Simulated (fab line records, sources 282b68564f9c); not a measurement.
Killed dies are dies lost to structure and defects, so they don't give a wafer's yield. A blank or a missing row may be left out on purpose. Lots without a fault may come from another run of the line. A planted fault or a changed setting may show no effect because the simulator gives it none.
Split-lot experiment | flow rit_cmos | 5 lots, 23 wafers read, on a route of 202 steps

THE SPLIT
At RIT_CONTACT_CVD_00 (deposits SiO2 from TEOS, target thk 400 nm, time 61 s), the setting time_s was moved away from the recipe's 61 s on 7 of the 23 wafers read, by +7.3% to +13.6%. The other wafers ran this setting at the recipe's value.

The file shows no step between the split and the reading.

THE READING
CONTACT_TEOS_THK, in nm, at RIT_CONTACT_THK_MEAS_01. Fault-free wafers of this fab line usually give 399 nm, standard deviation 5.7 nm.

wafer  | tool, chamber at the split | time_s as run, s | against the recipe | CONTACT_TEOS_THK, nm | against lot-mates on the recipe
L075.1 | pecvd-04, 0                | 61               | recipe             | 396                  | -
L075.2 | pecvd-04, 2,1,0            | 61               | recipe             | 395                  | -
L075.3 | pecvd-04, 2,1,0            | 61               | recipe             | 393                  | -
L075.4 | pecvd-04, 2,1,0            | 61               | recipe             | 399                  | -
L075.5 | pecvd-04, 1                | 61               | recipe             | 402                  | -
L076.1 | pecvd-03, 0,1              | 69.31            | +13.6%             | 456                  | +60
L076.2 | pecvd-03, 2                | 61               | recipe             | 395                  | -
L076.3 | pecvd-03, 1                | 69.31            | +13.6%             | 459                  | +62
L076.5 | pecvd-03, 2                | 61               | recipe             | 398                  | -
L076.6 | pecvd-03, 0,1              | 69.31            | +13.6%             | 463                  | +66
L077.1 | pecvd-02, 1                | 61               | recipe             | 399                  | -
L077.2 | pecvd-02, 2                | 61               | recipe             | 395                  | -
L077.5 | pecvd-02, 0                | 61               | recipe             | 407                  | -
L078.1 | pecvd-03, 1                | 61               | recipe             | 405                  | -
L078.3 | pecvd-03, 2                | 61               | recipe             | 399                  | -
L078.4 | pecvd-03, 1                | 65.48            | +7.3%              | 445                  | +42
L078.5 | pecvd-03, 2                | 61               | recipe             | 406                  | -
L078.6 | pecvd-03, 0                | 65.48            | +7.3%              | 438                  | +35
L082.1 | pecvd-03, 1                | 61               | recipe             | 404                  | -
L082.2 | pecvd-03, 2                | 67.7             | +11.0%             | 431                  | +33
L082.3 | pecvd-03, 0                | 61               | recipe             | 393                  | -
L082.4 | pecvd-03, 2                | 61               | recipe             | 397                  | -
L082.6 | pecvd-03, 1                | 67.7             | +11.0%             | 450                  | +52
Where a row lists several chambers, the file gives one row for several wafers and doesn't say which wafer went through which chamber.

THE FIT
A straight line over all 23 wafers: CONTACT_TEOS_THK changes by +4.39 nm for each +1% of time_s; r = +0.97; the points scatter about the line by 6.3 nm.
The same after taking each lot's own level away (the mean of its wafers on the recipe; 23 wafers): +4.47 nm for each +1%; r = +0.98; scatter 5.4 nm.
On that fit, the largest move of time_s shifts the reading by 61 nm.
The lots' own levels span 396.5 to 403.3 nm, that is 1.2 times the standard deviation above.
So the lot-to-lot level changes the slope little: the two slopes agree.
Check: with one of the wafers moved furthest among these (+13.6%) left out of the fit, the line predicts +61.5 nm for it against its lot-mates. It came out at +59.5 nm against them.

OTHER SPLITS ON THESE WAFERS
These wafers also went through other splits before the reading. Each is held against what the fit with the lots' levels taken away leaves over:
other split on the same wafers | wafers away from the commonest value | r with CONTACT_TEOS_THK (lot level and that fit taken away)
RIT_PLDD_COAT_01 spin_rpm      | 5                                    | +0.12
RIT_NSD_IMPLANT_08 energy_kev  | 11                                   | -0.01
RIT_SILICIDE_SPUTTER_01 time_s | 11                                   | +0.17

THE WHOLE CHAIN: every reading that the file lists as answering this split, in the file's order
step                    | what it does                                                                | reading                                                                        | change (the file's fit)              | r (the file's)
RIT_CONTACT_CVD_00      | deposits SiO2 from TEOS, target thk 400 nm, time 61 s                       | SiO2_of_CONTACT_CVD_00.thk_nm (the simulator's own value, which no gauge read) | +4.84 nm for each +1% of the setting | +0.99
RIT_CONTACT_THK_MEAS_01 |                                                                             | CONTACT_TEOS_THK                                                               | +4.45 for each +1% of the setting    | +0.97
RIT_CONTACT_ETCH_11     | etches SiO2 in CHF3/CF4/Ar, stops on TiSi2, target depth 480 nm, time 320 s | CONTACT.feature_depth_nm (the simulator's own value, which no gauge read)      | +4.44 nm for each +1% of the setting | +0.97
RIT_CONTACT_ETCH_11     | etches SiO2 in CHF3/CF4/Ar, stops on TiSi2, target depth 480 nm, time 320 s | etch.depth_nm (the simulator's own value, which no gauge read)                 | +4.84 nm for each +1% of the setting | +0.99

THE FILE'S OWN FIT
CONTACT_TEOS_THK changes by +4.45 nm for each +1% of time_s, r = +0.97.
